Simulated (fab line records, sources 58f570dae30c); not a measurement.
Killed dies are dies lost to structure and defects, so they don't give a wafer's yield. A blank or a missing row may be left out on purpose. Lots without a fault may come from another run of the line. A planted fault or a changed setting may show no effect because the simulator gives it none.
Which tool did it? | flow berkeley_cmos170 | 14 lots, 42 wafers sampled, at 3 steps of a route of 331

WHAT THE GAUGES READ, wafer by wafer
UCB170_PWELL_OVL_MEAS_13.
lot  | measured    | on         | PWELL_OVL (nm)
L812 | day 2 19:13 | overlay-02 | 4 1 2
L816 | day 3 17:56 | overlay-01 | -2 5 3
L815 | day 3 18:10 | overlay-02 | -4 -3 0
L818 | day 4 08:47 | overlay-02 | 3 0 4
L821 | day 4 21:48 | overlay-01 | -4 -4 -7
L820 | day 4 22:04 | overlay-02 | -9 -1 -1
L819 | day 4 22:08 | overlay-01 | -6 -11 -1
L822 | day 5 05:12 | overlay-01 | -4 6 0
L823 | day 5 15:05 | overlay-01 | 1 -9 -3
L829 | day 6 14:22 | overlay-01 | 3 -1 -9
L831 | day 7 00:22 | overlay-01 | -1 3 2
L832 | day 7 03:16 | overlay-01 | 0 -5 0
L834 | day 7 14:57 | overlay-01 | 0 5 0
L835 | day 7 23:29 | overlay-01 | 0 -7 -4

UCB170_SPACER_THK_MEAS_01.
lot  | measured     | on            | SPACER_TEOS_THK (nm)
L812 | day 5 21:40  | film_metro-04 | 372 371 376
L816 | day 6 22:30  | film_metro-04 | 372 369 380
L815 | day 6 21:56  | film_metro-04 | 370 371 376
L818 | day 7 18:02  | film_metro-02 | 372 384 379
L821 | day 8 03:57  | film_metro-03 | 373 377 382
L820 | day 8 00:57  | film_metro-02 | 368 382 380
L819 | day 8 03:56  | film_metro-02 | 372 372 377
L822 | day 8 14:35  | film_metro-02 | 376 381 373
L823 | day 9 05:49  | film_metro-02 | 374 382 379
L829 | day 9 22:54  | film_metro-02 | 352 359 359
L831 | day 11 01:23 | film_metro-03 | 352 358 357
L832 | day 11 00:34 | film_metro-03 | 375 379 378
L834 | day 11 01:28 | film_metro-02 | 370 379 376
L835 | day 11 18:31 | film_metro-02 | 371 376 377

WHICH TOOL RAN EACH LOT (tool, then ch and the chambers of the sampled wafers, then the start)
lot  | UCB170_SPACER_CVD_00
L812 | pecvd-03 ch 0,1, day 5 21:37
L816 | pecvd-04 ch 1,2, day 6 22:27
L815 | pecvd-04 ch 0,2, day 6 21:53
L818 | pecvd-02 ch 1,2, day 7 17:59
L821 | pecvd-04 ch 0,1,2, day 8 03:53
L820 | pecvd-02 ch 1,2, day 8 00:53
L819 | pecvd-03 ch 1,2, day 8 03:53
L822 | pecvd-04 ch 0,2, day 8 14:31
L823 | pecvd-03 ch 0,1, day 9 05:44
L829 | pecvd-03 ch 1,2, day 9 22:52
L831 | pecvd-03 ch 1,2, day 11 01:19
L832 | pecvd-02 ch 0,1,2, day 11 00:31
L834 | pecvd-02 ch 0,1, day 11 01:24
L835 | pecvd-02 ch 1,2, day 11 18:28
- UCB170_SPACER_CVD_00: deposits SiO2 from TEOS/O2, target thk 376 nm, time 47 s.

WHAT THE TOOLS THEMSELVES READ (means of the sampled wafers that have a number; where no wafer has one, the mark that the record gives instead)
UCB170_SPACER_CVD_00.
lot  | tool     | heater_power_w (W) | pressure_mtorr (mTorr)
L812 | pecvd-03 | 190                | 9011
L816 | pecvd-04 | 229                | 8998
L815 | pecvd-04 | 252                | 9015
L818 | pecvd-02 | 317                | 9004
L821 | pecvd-04 | 257                | 9003
L820 | pecvd-02 | 266                | 9019
L819 | pecvd-03 | 272                | 9020
L822 | pecvd-04 | 262                | 9015
L823 | pecvd-03 | 245                | 9004
L829 | pecvd-03 | 250                | 9008
L831 | pecvd-03 | 276                | 8981
L832 | pecvd-02 | 252                | 9004
L834 | pecvd-02 | 263                | 9001
L835 | pecvd-02 | 300                | 8988

THE ANSWER, worked out from the rows above alone
Rule: what is usual is taken from the lots themselves. Put in order of their means at a reading, lots are off if they are a third of the lots or fewer, leave a main group of 4 or more, and stand apart from it by a gap of 3 or more times the standard deviation of the main group's means; of several such gaps the widest counts. A main group whose means are all the same, to the digits that the tables above print for the reading, isn't used. A lot without any number at a reading at which 4 lots or more have one is off too. The other lots that the step has rows for count as sound. The gauges are gone through in route order, then the tools' own readings, and for those a lot's mean is taken as printed above. The first step at which some lot is off is used, and at that step the reading that is off furthest; a lot without a number counts as furthest.
Off: L829, L831, at UCB170_SPACER_THK_MEAS_01 (SPACER_TEOS_THK). The main group: mean 376 nm, standard deviation 2.
A tool fits if, at a process step before that reading, it ran every lot that is off, and no sound lot after the first of them. The gauges at UCB170_SPACER_THK_MEAS_01 are tried like those tools. One fits: pecvd-03 at UCB170_SPACER_CVD_00. Its last sound lot is L823 (day 9 05:44), its first lot that is off L829 (day 9 22:52): a fault that began between those two fits.

WHAT THE SIMULATOR HAD PUT IN
Process parameter drift: pecvd-03, from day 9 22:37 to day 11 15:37, at UCB170_SPACER_CVD_00. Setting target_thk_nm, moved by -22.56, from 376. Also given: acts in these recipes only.
Lots struck among those shown: L829, L831. The rule above found the same.
